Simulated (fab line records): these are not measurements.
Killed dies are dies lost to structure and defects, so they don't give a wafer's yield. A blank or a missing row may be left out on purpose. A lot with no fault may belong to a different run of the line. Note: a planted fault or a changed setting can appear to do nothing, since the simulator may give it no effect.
Which tool is to blame?	flow rit cmos	Sampling: 13 lots, 39 wafers, 2 of 202 route steps

## WHAT THE GAUGES READ, wafer by wafer
RIT_GATE_THK_MEAS_09. Usual: GATE_POLY_THK 250.5 nm, standard deviation 2.6.
lot	measured	on	GATE_POLY_THK (nm)	flag
L334	day 2 16:34	film metro-01	247.2 247.4 249.7	
L335	day 2 17:04	film metro-03	250.7 249.7 250.4	
L337	day 3 04:31	film metro-01	251.3 248.4 250.5	
L340	day 3 20:05	film metro-03	358.1 354.7 358.5	OFF
L342	day 4 07:07	film metro-02	248.9 247.0 247.1	
L348	day 5 15:46	film metro-01	247.5 247.7 247.8	
L350	day 5 21:36	film metro-03	248.6 248.1 249.1	
L351	day 6 06:54	film metro-02	249.3 249.7 247.1	
L352	day 6 09:29	film metro-01	252.6 254.3 252.4	
L353	day 6 12:20	film metro-01	249.0 247.4 249.1	
L354	day 6 19:18	film metro-02	255.9 253.5 255.2	
L355	day 7 01:13	film metro-01	247.9 248.7 248.6	
L356	day 7 04:32	film metro-01	253.3 254.3 253.1	

## TOOL THAT RAN EACH LOT (tool first, then ch and the chambers of the sampled wafers, then the start)
lot	RIT_GATE_CVD_08
L334	lpcvd-02 ch 0, day 2 14:09
L335	lpcvd-01 ch 1, day 2 15:26
L337	lpcvd-01 ch 1, day 3 02:53
L340	lpcvd-01 ch 0, day 3 18:28
L342	lpcvd-02 ch 1, day 4 04:41
L348	lpcvd-02 ch 1, day 5 13:20
L350	lpcvd-02 ch 1, day 5 19:10
L351	lpcvd-02 ch 0, day 6 04:28
L352	lpcvd-01 ch 1, day 6 07:51
L353	lpcvd-02 ch 1, day 6 09:53
L354	lpcvd-01 ch 1, day 6 17:41
L355	lpcvd-02 ch 1, day 6 23:35
L356	lpcvd-01 ch 0, day 7 02:55
- RIT_GATE_CVD_08: deposits poly-Si from SiH4, target thk 250 nm, time 2220 s.

## AS READ BY THE TOOLS THEMSELVES (means over the sampled wafers that have a number; for cases with no such wafer, the mark the record gives instead)
RIT_GATE_CVD_08. Usual: spike tc centre C 612.6 C, standard deviation 1.3; spike tc load C 632 C, standard deviation 3.1; spike tc source C 632.5 C, standard deviation 2.2; susceptor temp C 610.08 C, standard deviation 0.28.
lot	tool	spike tc centre C (C)	spike tc load C (C)	spike tc source C (C)	susceptor temp C (C)	flag
L334	lpcvd-02	613.3	638	631.9	610.37	
L335	lpcvd-01	613.3	629	631.0	609.79	
L337	lpcvd-01	613.3	631	633.1	609.79	
L340	lpcvd-01	626.2	649	644.8	625.24	OFF
L342	lpcvd-02	613.4	630	635.2	610.38	
L348	lpcvd-02	613.2	630	634.3	610.13	
L350	lpcvd-02	612.9	631	634.7	610.13	
L351	lpcvd-02	612.6	639	631.6	610.08	
L352	lpcvd-01	613.8	630	631.9	610.49	
L353	lpcvd-02	613.0	631	636.2	610.09	
L354	lpcvd-01	613.3	630	632.1	610.02	
L355	lpcvd-02	612.6	630	634.4	610.01	
L356	lpcvd-01	610.9	635	629.1	609.85	

## THE ANSWER, worked out from the rows above alone
Rule: a lot is off if the mean of its wafers that have a number lies more than 3 standard deviations from the usual mean. A lot without any number at a reading at which 4 lots or more have one is off too. Where the step has rows for the other lots, those lots are counted as sound. The gauges are gone through in route order, then the tools' own readings, and for those a lot's mean is taken as printed above. The first step at which some lot is off is used, and at that step the reading that is off furthest; a lot without a number counts as furthest.
Off: at RIT_GATE_THK_MEAS_09 (GATE_POLY_THK), L340.
If a tool, at a process step before that reading, ran all the lots that are off and no sound lot after the first of them, it fits. The gauges at RIT_GATE_THK_MEAS_09 aren't tried: what is off there is off at RIT_GATE_CVD_08 too, on other tools, and a gauge's error can't cause that. None of those tried fits.

## WHAT THE SIMULATOR HAD INSERTED
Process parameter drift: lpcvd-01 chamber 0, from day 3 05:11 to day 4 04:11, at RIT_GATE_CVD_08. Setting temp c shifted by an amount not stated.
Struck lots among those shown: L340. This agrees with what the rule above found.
